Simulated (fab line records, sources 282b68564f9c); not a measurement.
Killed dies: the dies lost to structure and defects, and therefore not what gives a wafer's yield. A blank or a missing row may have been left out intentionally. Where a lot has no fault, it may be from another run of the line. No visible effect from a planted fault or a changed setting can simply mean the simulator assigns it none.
Which tool is to blame? :: flow rit cmos :: 14 lots, 42 wafers sampled, at 2 steps of a route of 202

== WHAT THE GAUGES READ, wafer by wafer ==
RIT_PWELL_OVL_MEAS_06. Usual: PWELL_OVL gives 1.3 nm (standard deviation 1.3).
lot: L552
measured: day 1 23:49
on: overlay-01
PWELL_OVL (nm): 2.7 3.7 3.8
flag: 

lot: L554
measured: day 2 09:40
on: overlay-01
PWELL_OVL (nm): 1.2 3.5 3.3
flag: 

lot: L557
measured: day 3 01:25
on: overlay-01
PWELL_OVL (nm): - - -
flag: OFF

lot: L558
measured: day 3 06:23
on: overlay-01
PWELL_OVL (nm): - - -
flag: OFF

lot: L564
measured: day 4 13:16
on: overlay-01
PWELL_OVL (nm): -0.3 0.1 -1.1
flag: 

lot: L565
measured: day 4 17:25
on: overlay-01
PWELL_OVL (nm): 2.3 2.4 0.3
flag: 

lot: L566
measured: day 4 21:59
on: overlay-01
PWELL_OVL (nm): 2.0 2.5 2.3
flag: 

lot: L567
measured: day 5 03:47
on: overlay-01
PWELL_OVL (nm): 0.9 0.3 1.4
flag: 

lot: L568
measured: day 5 08:36
on: overlay-01
PWELL_OVL (nm): 1.5 -0.8 1.1
flag: 

lot: L569
measured: day 5 12:26
on: overlay-01
PWELL_OVL (nm): -0.2 2.7 4.1
flag: 

lot: L570
measured: day 5 18:27
on: overlay-02
PWELL_OVL (nm): 0.3 1.9 -0.1
flag: 

lot: L571
measured: day 5 22:35
on: overlay-01
PWELL_OVL (nm): -0.8 1.4 -0.2
flag: 

lot: L572
measured: day 6 02:55
on: overlay-01
PWELL_OVL (nm): 0.3 0.0 0.3
flag: 

lot: L573
measured: day 6 09:03
on: overlay-02
PWELL_OVL (nm): 1.1 1.1 0.9
flag: 

== EACH LOT AND THE TOOL THAT RAN IT (in order: tool; ch and the chambers of the sampled wafers; start) ==
lot: L552
RIT_PWELL_COAT_01: litho track-03 ch 0, day 1 23:01

lot: L554
RIT_PWELL_COAT_01: litho track-03 ch 0, day 2 08:52

lot: L557
RIT_PWELL_COAT_01: litho track-01, day 3 00:41

lot: L558
RIT_PWELL_COAT_01: litho track-04, day 3 05:34

lot: L564
RIT_PWELL_COAT_01: litho track-03 ch 0, day 4 12:26

lot: L565
RIT_PWELL_COAT_01: litho track-03 ch 0, day 4 16:42

lot: L566
RIT_PWELL_COAT_01: litho track-03 ch 0, day 4 21:16

lot: L567
RIT_PWELL_COAT_01: litho track-03 ch 0, day 5 02:56

lot: L568
RIT_PWELL_COAT_01: litho track-01 ch 0, day 5 07:55

lot: L569
RIT_PWELL_COAT_01: litho track-01 ch 0, day 5 11:35

lot: L570
RIT_PWELL_COAT_01: litho track-04 ch 0, day 5 17:46

lot: L571
RIT_PWELL_COAT_01: litho track-01 ch 0, day 5 21:51

lot: L572
RIT_PWELL_COAT_01: litho track-01 ch 0, day 6 01:56

lot: L573
RIT_PWELL_COAT_01: litho track-04 ch 0, day 6 08:13
- RIT_PWELL_COAT_01: resist thk 1300 nm.

== AS READ BY THE TOOLS THEMSELVES (means over the sampled wafers that have a number; for cases with no such wafer, the mark the record gives instead) ==
RIT_PWELL_COAT_01. Usual: chill plate temp C 22.97 C, standard deviation 0.1; dispense pressure kPa 52.0 kPa, standard deviation 1.6.
lot: L552
tool: litho track-03
chill plate temp C (C): 22.95
dispense pressure kPa (kPa): 52.2
flag: 

lot: L554
tool: litho track-03
chill plate temp C (C): 23.03
dispense pressure kPa (kPa): 52.2
flag: 

lot: L557
tool: litho track-01
chill plate temp C (C): -
dispense pressure kPa (kPa): -
flag: OFF

lot: L558
tool: litho track-04
chill plate temp C (C): -
dispense pressure kPa (kPa): -
flag: OFF

lot: L564
tool: litho track-03
chill plate temp C (C): 23.00
dispense pressure kPa (kPa): 52.2
flag: 

lot: L565
tool: litho track-03
chill plate temp C (C): 22.93
dispense pressure kPa (kPa): 52.2
flag: 

lot: L566
tool: litho track-03
chill plate temp C (C): 23.01
dispense pressure kPa (kPa): 52.2
flag: 

lot: L567
tool: litho track-03
chill plate temp C (C): 22.97
dispense pressure kPa (kPa): 52.2
flag: 

lot: L568
tool: litho track-01
chill plate temp C (C): 22.87
dispense pressure kPa (kPa): 49.4
flag: 

lot: L569
tool: litho track-01
chill plate temp C (C): 23.10
dispense pressure kPa (kPa): 49.4
flag: 

lot: L570
tool: litho track-04
chill plate temp C (C): 22.99
dispense pressure kPa (kPa): 53.3
flag: 

lot: L571
tool: litho track-01
chill plate temp C (C): 22.92
dispense pressure kPa (kPa): 49.4
flag: 

lot: L572
tool: litho track-01
chill plate temp C (C): 23.13
dispense pressure kPa (kPa): 49.4
flag: 

lot: L573
tool: litho track-04
chill plate temp C (C): 22.99
dispense pressure kPa (kPa): 53.3
flag: 

== THE ANSWER, worked out from the rows above alone ==
Rule: a lot counts as off when the mean over its wafers that have a number is more than 3 standard deviations away from the usual mean. A lot without any number at a reading at which 4 lots or more have one is off too. The other lots that the step has rows for count as sound. Order of review: gauges by route order, followed by the tools' own readings, for which a lot's mean as printed above is used. At the first step where some lot is off, the reading lying furthest off is the one used; lots without a number count as furthest.
Off: at RIT_PWELL_OVL_MEAS_06 (PWELL_OVL), L557, L558. Without a number there: L557, L558.
A tool fits if, at a process step before that reading, it ran every lot that is off, and no sound lot after the first of them. Not tried: the gauges at RIT_PWELL_OVL_MEAS_06; whatever is off there is also off at RIT_PWELL_COAT_01, on other tools, and gauge error can't account for it. Not one of the candidates tried fits.

== WHAT THE SIMULATOR PUT IN ==
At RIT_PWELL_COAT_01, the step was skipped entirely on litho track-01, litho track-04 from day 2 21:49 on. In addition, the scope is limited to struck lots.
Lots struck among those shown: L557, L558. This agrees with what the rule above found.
